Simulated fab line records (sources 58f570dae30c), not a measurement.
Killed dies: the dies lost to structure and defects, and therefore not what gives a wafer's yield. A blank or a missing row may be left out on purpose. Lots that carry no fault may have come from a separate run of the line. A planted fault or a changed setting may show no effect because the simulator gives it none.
One fault seen from 2 desks :: flow berkeleyCmos170 :: every desk sees just its own numbers, and what lay behind them comes last

## AT THE METROLOGY DESK
Means of the sampled wafers that have a number, per lot and without regard to the tool the lot ran on: this is what the gauges read. Any lot whose mean is over 4 standard deviations away from the usual mean is out of limits and marked OUT; that distance is given in the brackets.
Columns: A = CONTACT_OVL at UCB170_CONTACT_OVL_MEAS_16, usual 2 nm; B = M2_AL_RS at UCB170_M2_RS_MEAS_02, usual 0.0322 ohm/sq; C = M2_AL_THK at UCB170_M2_THK_MEAS_03, usual 870 nm
lot: L504
first seen here: day 8 01:56
A: 1
B: 0.0323
C: 866

lot: L506
first seen here: day 8 10:36
A: 6
B: 0.0319
C: 873

lot: L505
first seen here: day 8 11:29
A: -4
B: 0.0324
C: 860

lot: L510
first seen here: day 9 09:29
A: 3
B: 0.0412 (+26) OUT
C: 678 (-20) OUT

lot: L512
first seen here: day 10 02:23
A: 4
B: 0.0322
C: 875

lot: L514
first seen here: day 10 13:49
A: 3
B: 0.0318
C: 881

lot: L515
first seen here: day 10 15:06
A: 1
B: 0.0428 (+30) OUT
C: 660 (-21) OUT

lot: L517
first seen here: day 11 13:26
A: 2
B: 0.0321
C: 876

lot: L519
first seen here: day 11 15:06
A: 11
B: 0.0321
C: 871

lot: L523
first seen here: day 11 21:22
A: -3
B: 0.0319
C: 875

lot: L524
first seen here: day 12 08:32
A: 2
B: 0.0324
C: 867

lot: L525
first seen here: day 12 08:38
A: -1
B: 0.0322
C: 873

lot: L527
first seen here: day 13 04:11
A: 5
B: 0.0324
C: 867
Per this desk, out of limits: L510, L515; the first was L510, day 9 19:10 (M2_AL_RS at UCB170_M2_RS_MEAS_02). In limits: L504, L506, L505, L512, L514, L517, L519, L523, L524, L525, L527.

## TOOL OWNER'S DESK, pvdSputter-03
The tool's own readings at UCB170_M2_SPUTTER_01 (material Al, target thk 900 nm, time 120 s): means of the sampled wafers that have a number, for each lot that ran on this tool. Any lot whose mean is over 4 standard deviations away from the usual mean is out of limits and marked OUT; that distance is given in the brackets.
Columns: A = throttleValvePct at UCB170_M2_SPUTTER_01, usual 30.0 %
lot: L504
first seen here: day 8 08:01
A: 30.4

lot: L506
first seen here: day 8 17:04
A: 29.5

lot: L510
first seen here: day 9 19:05
A: 29.5

lot: L515
first seen here: day 10 22:34
A: 30.5

lot: L527
first seen here: day 13 10:48
A: 29.7
This desk's verdict: no lot among the 5 shows anything out of limits.

## BROUGHT TOGETHER
At day 9 19:10 the metrology desk could have sounded an alarm, on L510, L515.
Nothing out of limits was seen by the tool owner's desk.
Tool owner's desk: L510, L515 on record, inside its limits.
UCB170_M2_SPUTTER_01 was run on pvdSputter-03 by each of the lots named.

## WHAT THE SIMULATOR HAD PUT IN
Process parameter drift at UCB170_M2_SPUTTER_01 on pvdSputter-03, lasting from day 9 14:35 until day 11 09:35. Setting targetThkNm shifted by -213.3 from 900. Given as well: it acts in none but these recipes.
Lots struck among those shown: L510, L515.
Time in hours between the start of the fault and the first out-of-limits reading at each desk: metrology desk, 5.
